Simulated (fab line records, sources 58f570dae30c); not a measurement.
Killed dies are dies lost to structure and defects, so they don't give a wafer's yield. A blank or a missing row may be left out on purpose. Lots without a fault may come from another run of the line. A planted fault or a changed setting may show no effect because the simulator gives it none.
One fault seen from 2 desks | flow berkeley_cmos170 | each desk has only its own numbers; what lay behind them comes last

THE METROLOGY DESK
What the gauges read, lot by lot, whatever tool the lot ran on: means of the sampled wafers that have a number. A lot is out of limits, marked OUT, if its mean lies more than 4 standard deviations from the usual mean; the brackets give that distance.
Columns: A = PWELL_OVL at UCB170_PWELL_OVL_MEAS_13, usual -1 nm; B = PFIELD_TW at UCB170_PFIELD_TW_MEAS_09, usual 600; C = FIELD_OXIDE_LEFT_1_THK at UCB170_FIELD_THK_MEAS_90, usual 440 nm
lot  | first seen here | A  | B             | C
L534 | day 3 09:17     | -1 | 595           | 435
L535 | day 3 21:19     | 2  | 598           | 453
L536 | day 3 21:29     | -5 | 604           | 448
L537 | day 3 21:35     | 4  | 602           | 438
L538 | day 4 02:14     | 5  | 599           | 442
L540 | day 4 12:26     | 1  | 607           | 458
L541 | day 4 21:47     | -4 | 524 (-15) OUT | 446
L543 | day 5 04:52     | -3 | 609           | 436
L546 | day 6 00:17     | 3  | 528 (-14) OUT | 440
L550 | day 6 20:28     | -4 | 596           | 439
L552 | day 7 04:54     | -4 | 595           | 435
L553 | day 7 05:08     | -7 | 599           | 427
L554 | day 7 13:53     | -1 | 608           | 444
L557 | day 8 02:06     | -4 | 599           | 434
This desk's finding: out of limits on L541, L546; first on L541, day 6 10:32 (PFIELD_TW at UCB170_PFIELD_TW_MEAS_09). In limits: L534, L535, L536, L537, L538, L540, L543, L550, L552, L553, L554, L557.

THE TOOL OWNER'S DESK: implanter-04
The tool's own readings at UCB170_PFIELD_IMPLANT_07: means of the sampled wafers that have a number, for each lot that ran on this tool. A lot is out of limits, marked OUT, if its mean lies more than 4 standard deviations from the usual mean; the brackets give that distance.
Columns: A = dose_ions_cm2 at UCB170_PFIELD_IMPLANT_07, usual 2.0001e+13; B = faraday_current_uA at UCB170_PFIELD_IMPLANT_07, usual 63.4
lot  | first seen here | A                            | B
L534 | day 4 22:11     | 1.9993e+13                   | 64.1
L536 | day 5 10:13     | 2.0010e+13                   | 62.8
L540 | day 6 01:42     | 2.0006e+13                   | 63.3
L541 | day 6 10:17     | 1.3474e+13 (-99 or more) OUT | 43.1 (-17) OUT
L546 | day 7 12:18     | 1.3485e+13 (-99 or more) OUT | 42.1 (-18) OUT
This desk's finding: out of limits on L541, L546; first on L541, day 6 10:17 (dose_ions_cm2 at UCB170_PFIELD_IMPLANT_07). In limits: L534, L536, L540.

PUT TOGETHER
The tool owner's desk could have raised an alarm at day 6 10:17, on L541, L546.
The metrology desk could have raised an alarm at day 6 10:32, on L541, L546.
Of the lots named, all ran UCB170_PFIELD_IMPLANT_07 on implanter-04.

WHAT THE SIMULATOR HAD PUT IN
Process parameter drift: implanter-04, from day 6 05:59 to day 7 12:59, at UCB170_PFIELD_IMPLANT_07. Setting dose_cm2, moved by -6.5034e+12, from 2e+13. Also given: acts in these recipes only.
Lots struck among those shown: L541, L546.
Hours from the fault's start to each desk's first reading out of limits: the tool owner's desk, 4; the metrology desk, 5.
